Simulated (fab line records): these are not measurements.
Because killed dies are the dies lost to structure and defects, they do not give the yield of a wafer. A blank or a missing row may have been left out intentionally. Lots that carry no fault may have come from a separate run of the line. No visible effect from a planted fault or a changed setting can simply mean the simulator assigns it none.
fab line records	flow berkeleyCmos170
record lots=5	wafers=23
route steps=331 shown PWELL@42 ACTIVE@65 FIELD@90 SACOX@98 NVT@111 PVT@118 GATE@125 PLDD@148 NLDD@167
startH: start of the lot's first displayed wafer, in hours after the record's first day	waitH: hours since the lot's step before	" identical to the entry in the row above	L1.1+2: several wafers, shown together as one row	- no value present, or no start provided	* or withheld: withheld	< > ~ a bound
route shown NAME@n: names a module that has steps shown in the file, with the first one's number in the route	usual: mean/standard deviation of fault-free wafers	same: alike in all rows	chamber/n: place in a boat	sites: per-site readings	_std_site: standard deviation of those values	_edge_site: the outer-site mean with the inner-site mean subtracted	radiusMm: how far each site lies from the wafer's centre	mask NAME#n: copy n	behind: the last tool/chamber to shape the wafer	hold: the reason the lot was held/the length of the hold in hours/how it ended	device: the n, p or np transistor that did not switch	end of line: the tests these same wafers got at the end of their route	where a step has no rows: the recipe by itself	killed: count of dies lost to structure and defects at first sort (not the wafer's yield)	map: dies across one wafer; x = killed, . = not, _ = none there
set.NAME: setting as actually run; set.NAME@STEP: the setting as run at that earlier step	model.NAME: the simulator's own value behind a step, which no gauge read
lots run with intentionally changed settings; tables by step, rows by wafer
## steps
# step UCB170_PWELL_COAT_08
# recipe resist=KrF	spinRpm=1500	resistThkNm=900
lot.wafer	tool	chamber	startH	waitH	set.resistThkNm	model.KrF_of_PWELL_COAT_08.thkNm
L075.1	lithoTrack-01	0	46.96	0.1	900	897.5
L075.2	"	0	"	"	954	950.4
L075.3	"	0	"	"	900	894.4
L075.4	"	0	"	"	954	949.6
L075.5	"	0	"	"	954	949.5
L077.1	lithoTrack-01	0	66.58	0.1	900	899.8
L077.2	"	0	"	"	862.5	863.2
L077.4	"	0	"	"	862.5	863.9
L077.5	"	0	"	"	862.5	863.8
L077.6	"	0	"	"	900	900.1
L078.1	lithoTrack-04	0	66.60	0.1	900	900
L078.3	"	0	"	"	900	895.7
L078.6	"	0	"	"	900	900.4
L081.1	lithoTrack-01	0	78.97	0.1	900	899.5
L081.2	"	0	"	"	872.6	876
L081.3	"	0	"	"	900	900.2
L081.5	"	0	"	"	900	901.6
L081.6	"	0	"	"	872.6	872.3
L085.1	lithoTrack-04	0	99.32	0.1	849.5	849.6
L085.3	"	0	"	"	900	902.3
L085.4	"	0	"	"	849.5	852.2
L085.5	"	0	"	"	849.5	849.8
L085.6	"	0	"	"	900	901.2
# step UCB170_PWELL_DEVELOP_12
# recipe developer=TMAH	developTimeS=45	resist=KrF	devTempC=21
lot.wafer	tool	chamber	startH	waitH	set.developTimeS
L075.1+2+3+4+5	lithoTrack-04	0	-	-	45
L077.1+2+4	lithoTrack-03	0	-	-	45
L077.5+6	"	0	"	"	47.1
L078.1+3+6	lithoTrack-01	0	-	-	45
L081.1+5+6	lithoTrack-01	0	-	-	45
L081.2+3	"	0	"	"	47.66
L085.1+3+4	lithoTrack-04	0	-	-	43.25
L085.5+6	"	0	"	"	45
# step UCB170_PWELL_ETCH_14
# recipe chemistry=CH3F/Ar/O2	target=Si3N4	stopOn=SiO2	CH3F_flow_sccm=20	Ar_flow_sccm=50	O2_flow_sccm=7	pressureMtorr=50	rfW=450	targetDepthA=2420	overEtchFrac=0.1	timeS=151
# step UCB170_PWELL_IMPLANT_15
# recipe species=B	doseCm2=4.9e+12	energyKev=60	tiltDeg=7
# step UCB170_PWELL_STRIP_16
# recipe chemistry=O2	powerW=400	pressureMtorr=3500	platenTempC=withheld	o2FlowSccm=400	overashFraction=0.5
# usual stripTimeToEndpointS=18.08/0.091
lot.wafer	tool	chamber	startH	waitH	set.resistThkNm@PWELL_COAT_08	stripTimeToEndpointS
L075.1	plasmaAsher-04	1	48.30	0.1	900	18.07
L075.2	"	0	"	"	954	19.31
L075.3	"	1	"	"	900	17.93
L075.4	"	0	"	"	954	19.23
L075.5	"	0	"	"	954	19.27
L077.1	plasmaAsher-01	0	67.75	0.1	900	18.06
L077.2	"	1	"	"	862.5	17.16
L077.4	"	0	"	"	862.5	17.19
L077.5	"	1	"	"	862.5	17.15
L077.6	"	0	"	"	900	18.07
L078.1	plasmaAsher-01	1	68.17	0.1	900	18.12
L078.3	"	0	"	"	900	18.01
L078.6	"	0	"	"	900	18.12
L081.1	plasmaAsher-04	1	79.94	0.1	900	18.10
L081.2	"	0	"	"	872.6	17.55
L081.3	"	0	"	"	900	18.04
L081.5	"	1	"	"	900	18.13
L081.6	"	0	"	"	872.6	17.44
L085.1	plasmaAsher-01	0	100.30	0.1	849.5	16.89
L085.3	"	0	"	"	900	18.18
L085.4	"	1	"	"	849.5	17.00
L085.5	"	1	"	"	849.5	16.94
L085.6	"	0	"	"	900	18.16
# step UCB170_ACTIVE_CVD_05
# recipe material=Si3N4	targetThkNm=220	tempC=800	precursor=SiH2Cl2/NH3	timeS=3300	pressureMtorr=200	sih2cl2FlowSccm=25	nh3FlowSccm=75
lot.wafer	tool	chamber	startH	waitH	set.timeS	model.Si3N4_of_ACTIVE_CVD_05.thkNm
L075.1	-	-	-	0.0	3133	206.4
L075.2+3	"	-	"	"	3133	207.5
L075.4	"	-	"	"	3133	208.5
L075.5	"	-	"	"	3133	207.2
L077.1	-	-	-	1.4	3300	219.8
L077.2	"	-	"	"	3300	222.7
L077.4	"	-	"	"	3300	220.6
L077.5	"	-	"	"	3300	222.4
L077.6	"	-	"	"	3300	221
L078.1	lpcvd-02	1	92.26	1.4	3300	218.9
L078.3	"	1	"	"	3300	222
L078.6	"	1	"	"	3300	220.7
L081.1	-	-	-	0.0	3300	219.9
L081.2	"	-	"	"	3300	223.5
L081.3	"	-	"	"	3300	221
L081.5	"	-	"	"	3300	224
L081.6	"	-	"	"	3300	220
L085.1	-	-	-	0.0	3653	245
L085.3	"	-	"	"	3653	244.4
L085.4	"	-	"	"	3653	243.5
L085.5	"	-	"	"	3653	244.8
L085.6	"	-	"	"	3653	243.9
# step UCB170_ACTIVE_THK_MEAS_06
# recipe reads=Si3N4_of_ACTIVE_CVD_05
# usual ACTIVE_NITRIDE_THK=220.6/1.7
lot.wafer	tool	chamber	startH	waitH	set.timeS@ACTIVE_CVD_05	ACTIVE_NITRIDE_THK[nm]
L075.1	filmMetro-04	-	-	-	3133	206.4
L075.2	"	-	"	"	3133	207.5
L075.3	"	-	"	"	3133	207.4
L075.4	"	-	"	"	3133	208.6
L075.5	"	-	"	"	3133	207.3
L077.1	filmMetro-02	-	-	-	3300	219.8
L077.2	"	-	"	"	3300	222.7
L077.4	"	-	"	"	3300	220.5
L077.5	"	-	"	"	3300	222.3
L077.6	"	-	"	"	3300	221.0
L078.1	filmMetro-01	-	94.19	0.0	3300	219.2
L078.3	"	-	"	"	3300	221.6
L078.6	"	-	"	"	3300	220.6
L081.1	filmMetro-04	-	-	-	3300	219.9
L081.2	"	-	"	"	3300	223.6
L081.3	"	-	"	"	3300	221.0
L081.5	"	-	"	"	3300	224.2
L081.6	"	-	"	"	3300	219.8
L085.1	filmMetro-04	-	-	-	3653	245.0
L085.3	"	-	"	"	3653	244.4
L085.4	"	-	"	"	3653	243.5
L085.5	"	-	"	"	3653	244.7
L085.6	"	-	"	"	3653	243.7
# step UCB170_FIELD_OXIDATION_01
# recipe tempC=1000	ambient=H2O	pH2oTorr=584.62	targetThkA=5583	oxTimeS=7200
lot.wafer	tool	chamber	startH	waitH	set.oxTimeS	model.SiO2_of_FIELD_OXIDATION_01.thkNm
L075.1	-	-	-	2.8	6915	539.9
L075.2	"	-	"	"	6915	531.8
L075.3	"	-	"	"	6915	536.9
L075.4	"	-	"	"	6915	543.1
L075.5	"	-	"	"	6915	531.2
L077.1	-	-	-	3.8	7735	567.4
L077.2	"	-	"	"	7735	579.2
L077.4	"	-	"	"	7735	572.3
L077.5	"	-	"	"	7735	587.8
L077.6	"	-	"	"	7735	571
L078.1	furnace-02	0	101.39	3.3	7200	549.7
L078.3	"	0	"	"	7200	550.5
L078.6	"	0	"	"	7200	550.1
L081.1	-	-	-	3.8	7851	575.7
L081.2	"	-	"	"	7851	586
L081.3	"	-	"	"	7851	583.9
L081.5	"	-	"	"	7851	589.2
L081.6	"	-	"	"	7851	587
L085.1	-	-	-	2.3	6206	515.9
L085.3	"	-	"	"	6206	518.9
L085.4	"	-	"	"	6206	508.2
L085.5	"	-	"	"	6206	520.9
L085.6	"	-	"	"	6206	503.6
# step UCB170_FIELD_THK_MEAS_02
# recipe reads=SiO2_of_FIELD_OXIDATION_01
# usual FIELD_OXIDE_THK=558/8.8
lot.wafer	tool	chamber	startH	waitH	set.oxTimeS@FIELD_OXIDATION_01	FIELD_OXIDE_THK[nm]
L075.1	filmMetro-03	-	-	-	6915	540
L075.2	"	-	"	"	6915	532
L075.3	"	-	"	"	6915	537
L075.4	"	-	"	"	6915	543
L075.5	"	-	"	"	6915	531
L077.1	filmMetro-03	-	-	-	7735	567
L077.2	"	-	"	"	7735	579
L077.4	"	-	"	"	7735	572
L077.5	"	-	"	"	7735	588
L077.6	"	-	"	"	7735	571
L078.1	filmMetro-01	-	104.39	0.0	7200	550
L078.3	"	-	"	"	7200	550
L078.6	"	-	"	"	7200	550
L081.1	filmMetro-02	-	-	-	7851	576
L081.2	"	-	"	"	7851	586
L081.3	"	-	"	"	7851	584
L081.5	"	-	"	"	7851	589
L081.6	"	-	"	"	7851	587
L085.1	filmMetro-01	-	-	-	6206	516
L085.3	"	-	"	"	6206	519
L085.4	"	-	"	"	6206	508
L085.5	"	-	"	"	6206	521
L085.6	"	-	"	"	6206	503
# step UCB170_FIELD_ANNEAL_03
# recipe tempC=1000	timeS=1200	ambient=N2
# step UCB170_FIELD_WET_ETCH_04
# recipe chemistry=dHF	dilution=10:1	target=SiO2	tempC=25	timeS=60
# step UCB170_FIELD_WET_ETCH_05
# recipe chemistry=H3PO4	target=Si3N4	tempC=160	timeS=12600
# step UCB170_FIELD_WET_ETCH_06
# recipe chemistry=BOE	dilution=5:1	target=SiO2	tempC=25	timeS=22
# step UCB170_FIELD_THK_MEAS_90
# recipe reads=SiO2_of_FIELD_OXIDATION_01
# usual FIELD_OXIDE_LEFT_1_THK=441/9.3
lot.wafer	tool	chamber	startH	waitH	set.oxTimeS@FIELD_OXIDATION_01	FIELD_OXIDE_LEFT_1_THK[nm]
L075.1	filmMetro-03	-	90.14	0.0	6915	423
L075.2	"	-	"	"	6915	415
L075.3	"	-	"	"	6915	420
L075.4	"	-	"	"	6915	426
L075.5	"	-	"	"	6915	414
L078.1	filmMetro-03	-	112.53	0.0	7200	432
L078.3	"	-	"	"	7200	433
L078.6	"	-	"	"	7200	433
L077.1	filmMetro-02	-	112.59	0.1	7735	450
L077.2	"	-	"	"	7735	461
L077.4	"	-	"	"	7735	455
L077.5	"	-	"	"	7735	471
L077.6	"	-	"	"	7735	454
L081.1	filmMetro-02	-	129.43	0.0	7851	459
L081.2	"	-	"	"	7851	470
L081.3	"	-	"	"	7851	468
L081.5	"	-	"	"	7851	473
L081.6	"	-	"	"	7851	471
L085.1	filmMetro-02	-	143.52	0.0	6206	399
L085.3	"	-	"	"	6206	403
L085.4	"	-	"	"	6206	392
L085.5	"	-	"	"	6206	405
L085.6	"	-	"	"	6206	387
# step UCB170_SACOX_OXIDATION_01
# recipe tempC=900	ambient=O2	targetThkA=144	oxTimeS=2400
lot.wafer	tool	chamber	startH	waitH	set.oxTimeS	model.SiO2_of_SACOX_OXIDATION_01.thkNm
L075.1	-	-	-	3.5	2207	13.71
L075.2	"	-	"	"	2207	13.44
L075.3	"	-	"	"	2207	13.56
L075.4	"	-	"	"	2207	13.4
L075.5	"	-	"	"	2207	13.52
L077.1	-	-	-	4.3	2065	13.06
L077.2	"	-	"	"	2065	12.94
L077.4	"	-	"	"	2065	13.21
L077.5	"	-	"	"	2065	13.2
L077.6	"	-	"	"	2065	12.97
L078.1	furnace-04	0	116.96	4.4	2400	14.3
L078.3	"	0	"	"	2400	14.42
L078.6	"	0	"	"	2400	14.47
L081.1	-	-	-	1.1	2400	14.52
L081.2	"	-	"	"	2400	14.51
L081.3	"	-	"	"	2400	14.47
L081.5	"	-	"	"	2400	14.59
L081.6	"	-	"	"	2400	14.54
L085.1	-	-	-	3.0	2063	13.26
L085.3	"	-	"	"	2063	13.34
L085.4	"	-	"	"	2063	13.28
L085.5	"	-	"	"	2063	13.22
L085.6	"	-	"	"	2063	13.09
# step UCB170_SACOX_THK_MEAS_02
# recipe reads=SiO2_of_SACOX_OXIDATION_01
# usual SACOX_OXIDE_THK=14.46/0.19
lot.wafer	tool	chamber	startH	waitH	set.oxTimeS@SACOX_OXIDATION_01	SACOX_OXIDE_THK[nm]
L075.1	filmMetro-04	-	-	-	2207	13.73
L075.2	"	-	"	"	2207	13.43
L075.3	"	-	"	"	2207	13.60
L075.4	"	-	"	"	2207	13.41
L075.5	"	-	"	"	2207	13.51
L077.1	filmMetro-04	-	-	-	2065	13.05
L077.2	"	-	"	"	2065	12.92
L077.4	"	-	"	"	2065	13.26
L077.5	"	-	"	"	2065	13.19
L077.6	"	-	"	"	2065	13.01
L078.1	filmMetro-03	-	118.63	0.0	2400	14.30
L078.3	"	-	"	"	2400	14.37
L078.6	"	-	"	"	2400	14.48
L081.1	filmMetro-04	-	-	-	2400	14.56
L081.2	"	-	"	"	2400	14.46
L081.3	"	-	"	"	2400	14.44
L081.5	"	-	"	"	2400	14.58
L081.6	"	-	"	"	2400	14.57
L085.1	filmMetro-02	-	-	-	2063	13.23
L085.3	"	-	"	"	2063	13.36
L085.4	"	-	"	"	2063	13.28
L085.5	"	-	"	"	2063	13.20
L085.6	"	-	"	"	2063	13.13
# step UCB170_NVT_IMPLANT_07
# recipe species=BF2	doseCm2=3e+12	energyKev=50	tiltDeg=7
lot.wafer	tool	chamber	startH	waitH	set.doseCm2
L075.1+2+3	implanter-03	0	106.90	0.0	2.855e+12
L075.4+5	"	0	"	"	3e+12
L078.1+3+6	implanter-02	0	128.79	0.0	3e+12
L077.1+5+6	implanter-04	0	128.88	0.0	2.845e+12
L077.2+4	"	0	"	"	3e+12
L081.1+6	implanter-04	0	141.97	0.0	2.819e+12
L081.2+3+5	"	0	"	"	3e+12
L085.1+5+6	implanter-03	0	164.86	0.0	2.898e+12
L085.3+4	"	0	"	"	3e+12
# step UCB170_NVT_STRIP_08
# recipe chemistry=O2	powerW=400	pressureMtorr=3500	platenTempC=withheld	o2FlowSccm=400	overashFraction=0.5
# step UCB170_NVT_TW_MEAS_09
# usual NVT_TW=525/4
lot.wafer	tool	chamber	startH	waitH	set.doseCm2@NVT_IMPLANT_07	NVT_TW
L075.1	filmMetro-04	-	107.15	0.1	2.855e+12	517
L075.2	"	-	"	"	2.855e+12	518
L075.3	"	-	"	"	2.855e+12	517
L075.4	"	-	"	"	3e+12	525
L075.5	"	-	"	"	3e+12	527
L078.1	filmMetro-01	-	129.04	0.1	3e+12	526
L078.3	"	-	"	"	3e+12	523
L078.6	"	-	"	"	3e+12	526
L077.1	filmMetro-04	-	129.13	0.1	2.845e+12	520
L077.2	"	-	"	"	3e+12	529
L077.4	"	-	"	"	3e+12	526
L077.5	"	-	"	"	2.845e+12	521
L077.6	"	-	"	"	2.845e+12	519
L081.1	filmMetro-03	-	142.22	0.1	2.819e+12	513
L081.2	"	-	"	"	3e+12	525
L081.3	"	-	"	"	3e+12	523
L081.5	"	-	"	"	3e+12	523
L081.6	"	-	"	"	2.819e+12	515
L085.1	filmMetro-03	-	165.11	0.1	2.898e+12	516
L085.3	"	-	"	"	3e+12	519
L085.4	"	-	"	"	3e+12	516
L085.5	"	-	"	"	2.898e+12	514
L085.6	"	-	"	"	2.898e+12	512
# step UCB170_PVT_EXPOSE_03
# recipe maskId=NWELL	targetCdNm=3000	na=0.5	sigmaOuter=0.6	sourceShape=conventional	doseMj=30
lot.wafer	tool	chamber	startH	waitH	mask	set.doseMj
L075.1+2+3+4+5	krfScanner-02	0	107.96	0.2	NWELL#0	30
L078.1+3+6	krfScanner-01	0	130.88	0.2	NWELL#0	30
L077.1+2+4+5+6	krfScanner-01	0	131.00	0.4	NWELL#0	30
L081.1+5	krfScanner-02	0	143.03	0.3	NWELL#0	30
L081.2+3+6	"	0	"	"	NWELL#0	31.53
L085.1+3+6	krfScanner-01	0	165.93	0.2	NWELL#0	28.15
L085.4+5	"	0	"	"	NWELL#0	30
# step UCB170_PVT_PEB_04
# recipe pebTempC=130	pebTimeS=withheld	resist=KrF
# step UCB170_PVT_DEVELOP_05
# recipe developer=TMAH	developTimeS=45	resist=KrF	devTempC=21
# step UCB170_GATE_WET_ETCH_00
# recipe chemistry=dHF	dilution=25:1	target=SiO2	tempC=25	timeS=200
# step UCB170_FIELD_THK_MEAS_91
# recipe reads=SiO2_of_FIELD_OXIDATION_01
# usual FIELD_OXIDE_LEFT_2_THK=353/9.4
lot.wafer	tool	chamber	startH	waitH	set.oxTimeS@FIELD_OXIDATION_01	FIELD_OXIDE_LEFT_2_THK[nm]
L075.1	filmMetro-03	-	108.76	0.0	6915	336
L075.2	"	-	"	"	6915	328
L075.3	"	-	"	"	6915	333
L075.4	"	-	"	"	6915	339
L075.5	"	-	"	"	6915	327
L078.1	filmMetro-01	-	131.69	0.0	7200	344
L078.3	"	-	"	"	7200	344
L078.6	"	-	"	"	7200	344
L077.1	filmMetro-02	-	131.80	0.0	7735	361
L077.2	"	-	"	"	7735	373
L077.4	"	-	"	"	7735	367
L077.5	"	-	"	"	7735	382
L077.6	"	-	"	"	7735	365
L081.1	filmMetro-02	-	143.83	0.0	7851	371
L081.2	"	-	"	"	7851	382
L081.3	"	-	"	"	7851	379
L081.5	"	-	"	"	7851	384
L081.6	"	-	"	"	7851	383
L085.1	filmMetro-02	-	166.73	0.0	6206	311
L085.3	"	-	"	"	6206	314
L085.4	"	-	"	"	6206	304
L085.5	"	-	"	"	6206	316
L085.6	"	-	"	"	6206	299
# step UCB170_GATE_COAT_07
# recipe resist=KrF	spinRpm=1500	resistThkNm=900
lot.wafer	tool	chamber	startH	waitH	set.spinRpm	model.KrF_of_GATE_COAT_07.thkNm
L075.1	lithoTrack-03	0	-	-	1577	882.8
L075.2	"	0	"	"	1577	881.3
L075.3	"	0	"	"	1500	902
L075.4	"	0	"	"	1577	884.1
L075.5	"	0	"	"	1500	904.4
L077.1	lithoTrack-03	0	-	-	1602	867.4
L077.2	"	0	"	"	1500	898.9
L077.4	"	0	"	"	1500	898.1
L077.5	"	0	"	"	1500	900.5
L077.6	"	0	"	"	1602	867.9
L078.1	lithoTrack-02	0	-	-	1500	904.2
L078.3	"	0	"	"	1500	903.3
L078.6	"	0	"	"	1500	904.8
L081.1	lithoTrack-01	0	-	-	1500	896.4
L081.2	"	0	"	"	1500	896.1
L081.3	"	0	"	"	1500	895.8
L081.5	"	0	"	"	1588	870.8
L081.6	"	0	"	"	1588	871
L085.1	lithoTrack-02	0	-	-	1600	873.4
L085.3	"	0	"	"	1500	903
L085.4	"	0	"	"	1600	874.5
L085.5	"	0	"	"	1500	895.8
L085.6	"	0	"	"	1500	898.5
# step UCB170_PLDD_EXPOSE_03
# recipe maskId=PSELECT	na=0.5	sigmaOuter=0.6	sourceShape=conventional	targetCdNm=1200	doseMj=30
lot.wafer	tool	chamber	startH	waitH	mask	set.doseMj
L075.1+3	krfScanner-02	0	125.11	0.2	PSELECT#0	30
L075.2+4+5	"	0	"	"	PSELECT#0	31.43
L077.1+2	krfScanner-02	0	147.61	0.2	PSELECT#0	30
L077.4+5+6	"	0	"	"	PSELECT#0	28.37
L078.1+3+6	krfScanner-01	0	148.24	0.2	PSELECT#0	30
L081.1+3	krfScanner-01	0	157.95	0.4	PSELECT#0	27.79
L081.2+5+6	"	0	"	"	PSELECT#0	30
L085.1+3+4	krfScanner-01	0	181.55	0.1	PSELECT#0	28.58
L085.5+6	"	0	"	"	PSELECT#0	30
# step UCB170_PLDD_PEB_04
# recipe pebTempC=130	pebTimeS=withheld	resist=KrF
# step UCB170_PLDD_DEVELOP_05
# recipe developer=TMAH	developTimeS=45	resist=KrF	devTempC=21
# step UCB170_PLDD_CD_MEAS_06
# recipe targetCdNm=1200
# usual cdNm=1200.1/1.3
lot.wafer	tool	chamber	startH	waitH	set.doseMj@PLDD_EXPOSE_03	cdNm
L075.1	cdSem-01	-	125.74	-	30	1200.9
L075.2	"	-	"	"	31.43	1209.2
L075.3	"	-	"	"	30	1201.2
L075.4	"	-	"	"	31.43	1209.1
L075.5	"	-	"	"	31.43	1209.8
L077.1	cdSem-01	-	148.04	-	30	1198.9
L077.2	"	-	"	"	30	1199.8
L077.4	"	-	"	"	28.37	1188.2
L077.5	"	-	"	"	28.37	1189.6
L077.6	"	-	"	"	28.37	1187.4
L078.1	cdSem-01	-	148.84	-	30	1199.2
L078.3	"	-	"	"	30	1199.8
L078.6	"	-	"	"	30	1199.0
L081.1	cdSem-01	-	158.37	-	27.79	1184.8
L081.2	"	-	"	"	30	1199.0
L081.3	"	-	"	"	27.79	1185.4
L081.5	"	-	"	"	30	1199.7
L081.6	"	-	"	"	30	1199.7
L085.1	cdSem-02	-	182.06	-	28.58	1188.5
L085.3	"	-	"	"	28.58	1189.3
L085.4	"	-	"	"	28.58	1189.7
L085.5	"	-	"	"	30	1197.7
L085.6	"	-	"	"	30	1198.6
# step UCB170_NLDD_IMPLANT_09
# recipe species=As	doseCm2=5e+13	energyKev=30	tiltDeg=7	rotationDeg=180
lot.wafer	tool	chamber	startH	waitH	set.doseCm2
L075.1+4+5	implanter-01	0	130.34	0.1	4.757e+13
L075.2+3	"	0	"	"	5e+13
L077.1+2+5	implanter-01	0	150.25	0.1	4.699e+13
L077.4+6	"	0	"	"	5e+13
L078.1+3+6	implanter-02	0	150.96	0.1	5e+13
L081.1+2+3+5+6	implanter-03	0	160.48	0.1	5e+13
L085.1+4+6	implanter-03	0	184.93	0.1	5.373e+13
L085.3+5	"	0	"	"	5e+13
## key
split step=UCB170_PWELL_COAT_08	setting=resistThkNm	stated=900	by=wafer
response step=UCB170_PWELL_COAT_08	reading=model.KrF_of_PWELL_COAT_08.thkNm	change=+8.95	per=1%	r=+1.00
response step=UCB170_PWELL_STRIP_16	reading=stripTimeToEndpointS	change=*	per=1%	r=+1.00
split step=UCB170_PWELL_DEVELOP_12	setting=developTimeS	stated=45	by=wafer
response none clear
split step=UCB170_ACTIVE_CVD_05	setting=timeS	stated=3300	by=lot
response step=UCB170_ACTIVE_CVD_05	reading=model.Si3N4_of_ACTIVE_CVD_05.thkNm	change=+2.29	per=1%	r=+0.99
response step=UCB170_ACTIVE_THK_MEAS_06	reading=ACTIVE_NITRIDE_THK	change=+2.29	per=1%	r=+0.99
split step=UCB170_FIELD_OXIDATION_01	setting=oxTimeS	stated=7200	by=lot
response step=UCB170_FIELD_OXIDATION_01	reading=model.SiO2_of_FIELD_OXIDATION_01.thkNm	change=+3.09	per=1%	r=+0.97
response step=UCB170_FIELD_THK_MEAS_02	reading=FIELD_OXIDE_THK	change=+3.08	per=1%	r=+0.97
response step=UCB170_FIELD_THK_MEAS_90	reading=FIELD_OXIDE_LEFT_1_THK	change=+3.08	per=1%	r=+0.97
response step=UCB170_FIELD_THK_MEAS_91	reading=FIELD_OXIDE_LEFT_2_THK	change=+3.06	per=1%	r=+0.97
split step=UCB170_SACOX_OXIDATION_01	setting=oxTimeS	stated=2400	by=lot
response step=UCB170_SACOX_OXIDATION_01	reading=model.SiO2_of_SACOX_OXIDATION_01.thkNm	change=+0.0945	per=1%	r=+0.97
response step=UCB170_SACOX_THK_MEAS_02	reading=SACOX_OXIDE_THK	change=+0.0935	per=1%	r=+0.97
split step=UCB170_NVT_IMPLANT_07	setting=doseCm2	stated=3e+12	by=wafer
response step=UCB170_NVT_TW_MEAS_09	reading=NVT_TW	change=+1.56	per=1%	r=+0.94
split step=UCB170_PVT_EXPOSE_03	setting=doseMj	stated=30	by=wafer
response none clear
split step=UCB170_GATE_COAT_07	setting=spinRpm	stated=1500	by=wafer
response step=UCB170_GATE_COAT_07	reading=model.KrF_of_GATE_COAT_07.thkNm	change=-4.19	per=1%	r=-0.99
split step=UCB170_PLDD_EXPOSE_03	setting=doseMj	stated=30	by=wafer
response step=UCB170_PLDD_CD_MEAS_06	reading=cdNm	change=+1.92	per=1%	r=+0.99
split step=UCB170_NLDD_IMPLANT_09	setting=doseCm2	stated=5e+13	by=wafer
response none in this file
